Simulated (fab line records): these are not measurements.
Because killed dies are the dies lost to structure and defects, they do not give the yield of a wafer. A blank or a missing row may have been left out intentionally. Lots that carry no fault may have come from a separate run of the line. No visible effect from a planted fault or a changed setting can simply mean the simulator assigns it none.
A single fault, viewed from 2 desks + flow berkeley_cmos170 + each desk has only its own numbers; what lay behind them comes last

## FROM THE METROLOGY DESK
Means of the sampled wafers that have a number, per lot and without regard to the tool the lot ran on: this is what the gauges read. The brackets show how far a lot's mean lies from the usual mean; more than 4 standard deviations puts the lot out of limits, marked OUT.
Columns: A = PSD_TW at UCB170_PSD_TW_MEAS_10, usual 2314; B = PSD_RS at UCB170_SDANNEAL_RS_MEAS_02, usual 75.5 ohm/sq; C = cd_nm at UCB170_V2_CD_MEAS_90, usual 699.9 nm; D = M3_BOW at UCB170_M3_BOW_MEAS_20, usual 35 um
| lot  | first seen here | A               | B              | C     | D  |
|------|-----------------|-----------------|----------------|-------|----|
| L241 | day 7 18:22     | 2362            | 75.2           | 701.2 | 39 |
| L242 | day 8 02:38     | 2295            | 75.9           | 699.6 | 42 |
| L243 | day 8 02:47     | 2320            | 75.5           | 700.8 | 35 |
| L244 | day 8 02:55     | 2325            | 75.2           | 700.2 | 27 |
| L246 | day 8 09:08     | 2293            | 75.8           | 699.6 | 32 |
| L245 | day 8 09:26     | 2295            | 75.1           | 699.0 | 27 |
| L251 | day 9 14:34     | 2306            | 74.8           | 701.9 | 30 |
| L253 | day 9 22:33     | 2085 (-9.6) OUT | 96.4 (+63) OUT | 699.8 | 36 |
| L254 | day 10 12:23    | 2324            | 75.6           | 699.0 | 38 |
| L255 | day 10 13:05    | 2112 (-8.4) OUT | 96.8 (+65) OUT | 700.9 | 40 |
| L256 | day 10 13:08    | 2281            | 75.7           | 697.9 | 36 |
| L260 | day 11 15:41    | 2294            | 75.5           | 701.9 | 38 |
| L258 | day 11 15:57    | 2298            | 75.6           | 701.3 | 42 |
| L262 | day 12 15:39    | 2311            | 75.4           | 702.5 | 43 |
This desk's finding: out of limits on L253, L255; first on L253, day 9 22:33 (PSD_TW at UCB170_PSD_TW_MEAS_10). L241, L242, L243, L244, L246, L245, L251, L254, L256, L260, L258, L262 stayed within limits.

## TOOL OWNER'S DESK, implanter-01
For each lot that ran on this tool, the mean over its sampled wafers that have a number, from the tool's own readings at UCB170_PSD_IMPLANT_08. The brackets show how far a lot's mean lies from the usual mean; more than 4 standard deviations puts the lot out of limits, marked OUT.
Columns: A = dose_ions_cm2 at UCB170_PSD_IMPLANT_08, usual 2.999e+15; B = end_station_pressure_torr at UCB170_PSD_IMPLANT_08, usual 1.25e-05 Torr; C = faraday_current_uA at UCB170_PSD_IMPLANT_08, usual 9269
| lot  | first seen here | A                           | B        | C              |
|------|-----------------|-----------------------------|----------|----------------|
| L241 | day 7 18:07     | 3.000e+15                   | 1.21e-05 | 9305           |
| L243 | day 8 02:32     | 2.996e+15                   | 1.21e-05 | 9228           |
| L245 | day 8 09:13     | 3.001e+15                   | 1.26e-05 | 9092           |
| L253 | day 9 22:18     | 2.099e+15 (-99 or more) OUT | 1.01e-05 | 6389 (-16) OUT |
| L255 | day 10 12:52    | 2.102e+15 (-99 or more) OUT | 1.03e-05 | 6545 (-15) OUT |
This desk finds L253, L255 out of limits, L253 being first, at day 9 22:18 (dose_ions_cm2 at UCB170_PSD_IMPLANT_08). L241, L243, L245 stayed within limits.

## BROUGHT TOGETHER
The tool owner's desk had the chance to raise an alarm at day 9 22:18 on L253, L255.
At day 9 22:33 the metrology desk could have sounded an alarm, on L253, L255.
Every lot named ran UCB170_PSD_IMPLANT_08 on implanter-01.

## WHAT THE SIMULATOR HAD INSERTED
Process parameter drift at UCB170_PSD_IMPLANT_08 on implanter-01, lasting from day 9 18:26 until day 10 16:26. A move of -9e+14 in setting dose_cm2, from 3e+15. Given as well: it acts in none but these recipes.
Shown lots that were struck: L253, L255.
Counting hours from when the fault started, the first reading out of limits came at 4 for the tool owner's desk and at 4 for the metrology desk.
